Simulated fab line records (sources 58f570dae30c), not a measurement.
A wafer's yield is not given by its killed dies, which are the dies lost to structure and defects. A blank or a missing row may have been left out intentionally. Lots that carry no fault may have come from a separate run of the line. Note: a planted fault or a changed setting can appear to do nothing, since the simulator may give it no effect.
What tool caused it? / flow berkeley-cmos170 / Sampling: 7 lots, 21 wafers, 3 of 331 route steps

== WHAT THE GAUGES READ, wafer by wafer ==
UCB170_PWELL_THK_MEAS_06.
lot=L304; measured=day 3 06:22; on=film-metro-01; PWELL_NITRIDE_THK (nm)=218.3 218.4 217.1
lot=L307; measured=day 4 05:35; on=film-metro-01; PWELL_NITRIDE_THK (nm)=216.9 216.5 216.7
lot=L310; measured=day 4 09:34; on=film-metro-03; PWELL_NITRIDE_THK (nm)=225.7 225.9 225.5
lot=L313; measured=day 5 02:20; on=film-metro-03; PWELL_NITRIDE_THK (nm)=221.3 222.3 220.7
lot=L319; measured=day 6 11:47; on=film-metro-01; PWELL_NITRIDE_THK (nm)=206.1 203.8 203.4
lot=L321; measured=day 6 22:26; on=film-metro-04; PWELL_NITRIDE_THK (nm)=208.5 209.2 208.7
lot=L325; measured=day 7 21:13; on=film-metro-01; PWELL_NITRIDE_THK (nm)=218.1 218.9 218.7

== WHAT TOOL EACH LOT RAN ON (gives the tool, then ch and the chambers of the sampled wafers, and finally the start) ==
lot=L304; UCB170_ZERO_STRIP_07=plasma-asher-01 ch 0,1, day 2 00:16; UCB170_PWELL_CVD_05=lpcvd-02 ch 0, day 3 04:26
lot=L307; UCB170_ZERO_STRIP_07=plasma-asher-04 ch 0,1, day 2 18:37; UCB170_PWELL_CVD_05=lpcvd-02 ch 1, day 4 03:41
lot=L310; UCB170_ZERO_STRIP_07=plasma-asher-02 ch 0,1, day 3 06:34; UCB170_PWELL_CVD_05=lpcvd-01 ch 0, day 4 07:37
lot=L313; UCB170_ZERO_STRIP_07=plasma-asher-01 ch 0,1, day 3 20:10; UCB170_PWELL_CVD_05=lpcvd-01 ch 1, day 5 00:24
lot=L319; UCB170_ZERO_STRIP_07=plasma-asher-02 ch 0,1, day 5 04:09; UCB170_PWELL_CVD_05=lpcvd-01 ch 0, day 6 09:52
lot=L321; UCB170_ZERO_STRIP_07=plasma-asher-02 ch 0,1, day 5 16:11; UCB170_PWELL_CVD_05=lpcvd-01 ch 0, day 6 20:31
lot=L325; UCB170_ZERO_STRIP_07=plasma-asher-02 ch 0,1, day 6 12:14; UCB170_PWELL_CVD_05=lpcvd-02 ch 1, day 7 19:17
- UCB170_ZERO_STRIP_07: strips in O2.
- UCB170_PWELL_CVD_05: deposits Si3N4 from SiH2Cl2/NH3, target thk 220 nm, time 3300 s.

== THE ANSWER, worked out from the rows above alone ==
Rule: the usual values come from the lots themselves. Put in order of their means at a reading, lots are off if they are a third of the lots or fewer, leave a main group of 4 or more, and stand apart from it by a gap of 3 or more times the standard deviation of the main group's means; of several such gaps the widest counts. Not used: any main group whose means are identical at the precision the tables above print for the reading. A lot without any number at a reading at which 4 lots or more have one is off too. All remaining lots with rows at the step are treated as sound.
No lot is off on any of the readings shown, so nothing can be concluded from this.

== WHAT WAS PUT IN BY THE SIMULATOR ==
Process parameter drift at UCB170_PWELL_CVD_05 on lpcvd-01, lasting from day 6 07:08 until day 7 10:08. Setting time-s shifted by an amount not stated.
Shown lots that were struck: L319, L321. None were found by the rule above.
